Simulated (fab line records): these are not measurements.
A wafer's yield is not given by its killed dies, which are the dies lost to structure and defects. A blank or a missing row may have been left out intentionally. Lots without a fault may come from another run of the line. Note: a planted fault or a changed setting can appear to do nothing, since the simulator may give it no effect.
Split-lot experiment | flow berkeley cmos170 | route with 331 steps; 5 lots, 23 wafers read

== THE SPLIT ==
At UCB170_NSD_PEB_04, the setting peb temp c was moved away from the recipe's 130 C on 6 of the 23 wafers read, by -1.5% to +2.8%. This setting was run at the recipe's value on the other wafers.

== FROM THE SPLIT ON TO THE READING: in between, the file shows 1 step ==
- UCB170_NSD_DEVELOP_05: develop time 45 s

== THE READING ==
cd nm at UCB170_NSD_CD_MEAS_06, given in nm (cd target 1200 nm). A value of 1199.6 nm with a standard deviation of 1.6 nm is what fault-free wafers of this fab line usually give.

wafer  | tool, chamber at the split | peb temp c as run, C | against the recipe | cd nm, nm | against lot-mates on the recipe
L074.1 | litho track-03, 0          | 130                  | recipe             | 1200.9    | -
L074.2 | litho track-03, 0          | 128.2                | -1.4%              | 1187.7    | -13.3
L074.4 | litho track-03, 0          | 130                  | recipe             | 1200.5    | -
L074.5 | litho track-03, 0          | 128.2                | -1.4%              | 1188.5    | -12.5
L074.6 | litho track-03, 0          | 130                  | recipe             | 1201.5    | -
L076.1 | litho track-01, 0          | 130                  | recipe             | 1200.7    | -
L076.2 | litho track-01, 0          | 130                  | recipe             | 1202.4    | -
L076.3 | litho track-01, 0          | 128.1                | -1.5%              | 1186.6    | -14.8
L076.5 | litho track-01, 0          | 130                  | recipe             | 1201.1    | -
L076.6 | litho track-01, 0          | 128.1                | -1.5%              | 1187.5    | -13.9
L083.1 | litho track-01, 0          | 130                  | recipe             | 1196.6    | -
L083.2 | litho track-01, 0          | 130                  | recipe             | 1196.3    | -
L083.3 | litho track-01, 0          | 130                  | recipe             | 1195.0    | -
L083.5 | litho track-01, 0          | 130                  | recipe             | 1196.9    | -
L083.6 | litho track-01, 0          | 130                  | recipe             | 1196.5    | -
L085.1 | litho track-04, 0          | 130                  | recipe             | 1200.7    | -
L085.2 | litho track-04, 0          | 130                  | recipe             | 1198.8    | -
L085.4 | litho track-04, 0          | 130                  | recipe             | 1199.0    | -
L084.1 | litho track-04, 0          | 133.6                | +2.8%              | 1221.1    | +20.8
L084.2 | litho track-04, 0          | 130                  | recipe             | 1199.8    | -
L084.3 | litho track-04, 0          | 130                  | recipe             | 1200.7    | -
L084.4 | litho track-04, 0          | 130                  | recipe             | 1200.5    | -
L084.5 | litho track-04, 0          | 133.6                | +2.8%              | 1223.3    | +23.0

FIT RESULTS
A straight line over all 23 wafers: cd nm changes by +8.26 nm for each +1% of peb temp c; r = +0.98; the points scatter about the line by 2 nm.
The same after taking each lot's own level away (the mean of its wafers on the recipe; 23 wafers): +8.47 nm for each +1%; r = +0.99; scatter 1 nm.
The reading moves by 23 nm for the largest change in peb temp c, on that fit.
The lots' own levels span 1196.26 to 1201.40 nm, that is 3.2 times the standard deviation above.
Hence the lot-to-lot level has little effect on the slope; both slopes agree.
Check: for one of the wafers moved furthest among these (+2.8%), held out of the fit, the line's prediction against its lot-mates is +24.4 nm. It came out at +20.8 nm against them.

== ADDITIONAL SPLITS CARRIED BY THESE WAFERS ==
Before the reading, these wafers also passed through other splits. Each is held against what the fit with the lots' levels taken away leaves over:
other split on the same wafers  | wafers away from the commonest value | r with cd nm (lot level and that fit taken away)
UCB170_NLDD_IMPLANT_09 dose cm2 | 6                                    | -0.08

== FILE'S OWN FIT ==
cd nm changes by +8.46 nm for each +1% of peb temp c, r = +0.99.
